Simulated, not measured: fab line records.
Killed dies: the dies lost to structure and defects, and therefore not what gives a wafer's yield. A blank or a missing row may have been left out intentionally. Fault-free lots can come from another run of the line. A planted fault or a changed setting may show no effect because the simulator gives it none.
Split-lot study ; flow rit cmos ; 5 lots, 23 wafers read, on a route of 202 steps

## ON THE SPLIT
At RIT_CONTACT_CVD_00 (deposits SiO2 from TEOS, target thk 400 nm, time 61 s), the setting time s was moved away from the recipe's 61 s on 7 of the 23 wafers read, by -13.7% to +4.0%. The other wafers ran this setting at the recipe's value.

No step appears in the file between the split and the reading.

## THE READING
Values of CONTACT_TEOS_THK in nm from RIT_CONTACT_THK_MEAS_01. Fault-free wafers of this fab line usually give 400 nm, standard deviation 5.6 nm.

wafer;tool, chamber at the split;time s as run, s;against the recipe;CONTACT_TEOS_THK, nm;against lot-mates on the recipe
L075.1;pecvd-03, 1;55.23;-9.5%;358;-44
L075.2;pecvd-03, 0;61;recipe;400;-
L075.3;pecvd-03, 2;61;recipe;402;-
L075.5;pecvd-03, 0;55.23;-9.5%;364;-38
L075.6;pecvd-03, 2;61;recipe;404;-
L077.1;pecvd-02, 1;61;recipe;391;-
L077.2;pecvd-02, 2;61;recipe;390;-
L077.3;pecvd-02, 0;61;recipe;398;-
L077.5;pecvd-02, 2;61;recipe;396;-
L077.6;pecvd-02, 1;61;recipe;398;-
L080.1;pecvd-02, 2;61;recipe;397;-
L080.2;pecvd-02, 0;61;recipe;395;-
L080.3;pecvd-02, 1;52.66;-13.7%;335;-61
L080.4;pecvd-02, 1;52.66;-13.7%;337;-59
L080.6;pecvd-02, 0;52.66;-13.7%;349;-47
L081.1;pecvd-03, 1;63.41;+4.0%;418;+14
L081.2;pecvd-03, 0;61;recipe;401;-
L081.3;pecvd-03, 2;61;recipe;401;-
L081.4;pecvd-03, 0;61;recipe;410;-
L081.5;pecvd-03, 2;63.41;+4.0%;417;+13
L084.3;pecvd-03, 1;61;recipe;401;-
L084.4;pecvd-03, 2;61;recipe;408;-
L084.5;pecvd-03, 1;61;recipe;403;-

THE FIT
A straight line over all 23 wafers: CONTACT_TEOS_THK changes by +4.3 nm for each +1% of time s; r = +0.98; the points scatter about the line by 5.2 nm.
The same after taking each lot's own level away (the mean of its wafers on the recipe; 23 wafers): +4.08 nm for each +1%; r = +0.99; scatter 3.8 nm.
According to that fit, moving time s by its largest amount changes the reading by 56 nm.
Measured against the standard deviation above, the lots' own levels, which go from 394.6 to 404.0 nm, span 1.7 times it.
So the lot-to-lot level changes the slope little: the two slopes agree.
Check: -54.6 nm against its lot-mates is what the line predicts for one of the wafers moved furthest among these (-13.7%) when that wafer is left out of the fit. Against them it came out at -61 nm.

## FURTHER SPLITS ON THESE WAFERS
These wafers also went through other splits before the reading. Each is held against what the fit with the lots' levels taken away leaves over:
other split on the same wafers;wafers away from the commonest value;r with CONTACT_TEOS_THK (lot level and that fit taken away)
RIT_SDANNEAL_RTA_03 time s;7;+0.06

## THE WHOLE CHAIN: every reading that the file lists as answering this split, in the file's order
step;what it does;reading;change (the file's fit);r (the file's)
RIT_CONTACT_CVD_00;deposits SiO2 from TEOS, target thk 400 nm, time 61 s;SiO2_of_CONTACT_CVD_00.thk nm (the simulator's own value, which no gauge read);+4.15 nm for each +1% of the setting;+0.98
RIT_CONTACT_THK_MEAS_01;;CONTACT_TEOS_THK;+4.14 for each +1% of the setting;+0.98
RIT_CONTACT_ETCH_11;etches SiO2 in CHF3/CF4/Ar, stops on TiSi2, target depth 480 nm, time 320 s;etch.depth nm (the simulator's own value, which no gauge read);+4.15 nm for each +1% of the setting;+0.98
RIT_CONTACT_ETCH_11;etches SiO2 in CHF3/CF4/Ar, stops on TiSi2, target depth 480 nm, time 320 s;CONTACT.feature depth nm (the simulator's own value, which no gauge read);+4.15 nm for each +1% of the setting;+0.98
RIT_M1_PROBE_99;;etest.field p metal.vt v (the simulator's own value, which no gauge read);-0.281 V for each +1% of the setting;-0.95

## FILE'S OWN FIT
CONTACT_TEOS_THK changes by +4.14 nm for each +1% of time s, r = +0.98.
